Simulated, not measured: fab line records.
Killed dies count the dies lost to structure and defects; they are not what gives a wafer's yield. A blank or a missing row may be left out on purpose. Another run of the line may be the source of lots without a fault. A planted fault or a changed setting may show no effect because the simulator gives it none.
Problem report in the 8D (eight disciplines) form, filled by code | flow berkeley-cmos170 | the parts of the form that need people (team, actions taken, sign-off) are left out

## 1. THE ISSUE
Wafers free of any fault read 2 nm (standard deviation 5.5) for CONTACT_OVL at UCB170_CONTACT_OVL_MEAS_16, against a mean of 219 nm on 12 wafers of 4 lots. That puts it +39 standard deviations away from the usual mean.
The first sign was on wafer L506.1 at day 9 19:31, on overlay-01. The record holds 48 wafers of 16 lots with a number at this step. By rule, "out" or "out of limits" means more than 4 standard deviations away from the usual mean. All remaining wafers that have a number are taken as sound.

## 2. WHAT IT IS, AND WHAT IT ISN'T
question                    | is                     | is not
which readings at this step | CONTACT_OVL            | -
which lots                  | L506, L507, L508, L509 | L498, L499, L501, L502, L505, L511, L514, L515, L516, L517, L519, L520
which wafers of those lots  | all that have a number | -
read on which gauges        | overlay-01, overlay-02 | -
when                        | from day 9 19:31       | up to then (15 sound wafers); but 21 sound wafers of L511, L514, L515, L516, L517, L519, L520 came after

## 3. THE SUSPECTS, EACH WITH WHAT RULES IT OUT
Counting: a tool at a process step up to the reading stays a suspect if it ran every lot that is out and no sound lot after the first of them.
- the gauge at UCB170_CONTACT_OVL_MEAS_16: ruled out. Those wafers that are out were read across 2 gauges (overlay-01, overlay-02).
- krf-scanner-01 at UCB170_CONTACT_EXPOSE_12 (exposes mask CONT, target cd 700 nm): kept. Every lot that is out went through it, starting with L506 (day 9 19:00), and after that it ran no sound lot; the last sound lot it ran before then is L499 (day 8 07:12).
After counting, what remains is krf-scanner-01 at UCB170_CONTACT_EXPOSE_12.

## 4. THE CAUSE (what the simulator had put in)
Scanner matching overlay: krf-scanner-01, from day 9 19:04 on, at UCB170_CONTACT_EXPOSE_12. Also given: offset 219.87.
After counting, this tool was the only one left.

## 5. SEQUENCE OF EFFECTS, ordered by route
One row per reading whose mean, taken over the struck wafers that have a number, lies over 3 standard deviations from the usual. Readings are gone through only where the record gives a usual standard deviation; hours: the median, over the lots, of the time from a lot's start at the first step in this table giving one to that lot's start at this step; sigmas: the change measured in usual standard deviations.
hours | step                       | reading     | usual | on struck wafers | change | sigmas
0     | UCB170_CONTACT_OVL_MEAS_16 | CONTACT_OVL | 2 nm  | 219              | +217   | +39

## 6. WHAT WOULD HAVE CAUGHT IT SOONER
Counted from the fault's start at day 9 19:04, it took 0 hours until the first out-of-limits reading at a measuring or inspecting step in this record, taken at day 9 19:31.
Of the tool readings at UCB170_CONTACT_EXPOSE_12 for which the record gives a usual standard deviation, none was out on any struck wafer, so an alarm limit of 4 standard deviations on them would not have fired.
Of the lots that are out (4), L509, L507 began UCB170_CONTACT_EXPOSE_12 on krf-scanner-01 after day 9 19:31. A hold on the tool at that time would have spared those 2.
